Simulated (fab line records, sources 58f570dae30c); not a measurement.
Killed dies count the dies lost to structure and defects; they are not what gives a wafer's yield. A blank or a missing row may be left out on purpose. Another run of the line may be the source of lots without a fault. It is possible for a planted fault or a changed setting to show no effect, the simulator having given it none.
What tool caused it? + flow berkeley cmos170 + at 1 step of a route of 331, 14 lots with 42 wafers sampled

## WHAT THE GAUGES READ, wafer by wafer
The record holds no reading of a measuring or inspecting step that can be judged against a usual standard deviation.

## TOOL THAT RAN EACH LOT (tool first, then ch and the chambers of the sampled wafers, then the start)
| lot  | UCB170_PFIELD_EXPOSE_03          |
|------|----------------------------------|
| L713 | krf scanner-02 ch 0, day 4 09:06 |
| L712 | krf scanner-01 ch 0, day 4 09:20 |
| L715 | krf scanner-01 ch 0, day 5 00:52 |
| L717 | krf scanner-01 ch 0, day 5 09:01 |
| L718 | krf scanner-02 ch 0, day 5 09:53 |
| L720 | krf scanner-01 ch 0, day 6 04:19 |
| L721 | krf scanner-01 ch 0, day 6 06:26 |
| L722 | krf scanner-02, day 6 20:37      |
| L725 | krf scanner-01, day 7 10:21      |
| L724 | krf scanner-01 ch 0, day 7 11:17 |
| L730 | krf scanner-01 ch 0, day 8 05:08 |
| L731 | krf scanner-02 ch 0, day 8 13:28 |
| L734 | krf scanner-01 ch 0, day 8 13:42 |
| L732 | krf scanner-01 ch 0, day 8 13:49 |
- UCB170_PFIELD_EXPOSE_03: exposes mask PFIELD, target cd 1500 nm.

## AS READ BY THE TOOLS THEMSELVES (means over the sampled wafers that have a number; for cases with no such wafer, the mark the record gives instead)
UCB170_PFIELD_EXPOSE_03. Usual: exposure dose mJ cm2 30.000, standard deviation 0.027; focus offset nm 0.1 nm, standard deviation 0.59.
| lot  | tool           | exposure dose mJ cm2 | focus offset nm (nm) | flag |
|------|----------------|----------------------|----------------------|------|
| L713 | krf scanner-02 | 29.987               | -0.3                 |      |
| L712 | krf scanner-01 | 30.048               | -0.2                 |      |
| L715 | krf scanner-01 | 30.028               | 0.3                  |      |
| L717 | krf scanner-01 | 30.017               | 0.3                  |      |
| L718 | krf scanner-02 | 29.990               | -0.2                 |      |
| L720 | krf scanner-01 | 29.984               | 0.2                  |      |
| L721 | krf scanner-01 | 30.021               | 0.3                  |      |
| L722 | krf scanner-02 | -                    | -                    | OFF  |
| L725 | krf scanner-01 | -                    | -                    | OFF  |
| L724 | krf scanner-01 | 30.012               | 0.0                  |      |
| L730 | krf scanner-01 | 30.038               | 0.0                  |      |
| L731 | krf scanner-02 | 29.967               | 0.5                  |      |
| L734 | krf scanner-01 | 29.979               | -0.2                 |      |
| L732 | krf scanner-01 | 30.000               | 0.6                  |      |

## THE ANSWER, worked out from the rows above alone
Rule: take the mean of a lot's wafers that have a number; if it is more than 3 standard deviations from the usual mean, the lot is off. Also off: a lot with no number at a reading for which 4 or more lots have one. All remaining lots with rows at the step are treated as sound. First the gauges in route order, then the tools' own readings, where a lot's mean is used as printed above. The first step at which some lot is off is used, and at that step the reading that is off furthest; a lot without a number counts as furthest.
Off at UCB170_PFIELD_EXPOSE_03 (exposure dose mJ cm2): L722, L725. Without a number there: L722, L725.
A tool fits if, at that step or a process step before it, it ran every lot that is off, and no sound lot after the first of them. None of those tried fits.

## WHAT THE SIMULATOR PUT IN
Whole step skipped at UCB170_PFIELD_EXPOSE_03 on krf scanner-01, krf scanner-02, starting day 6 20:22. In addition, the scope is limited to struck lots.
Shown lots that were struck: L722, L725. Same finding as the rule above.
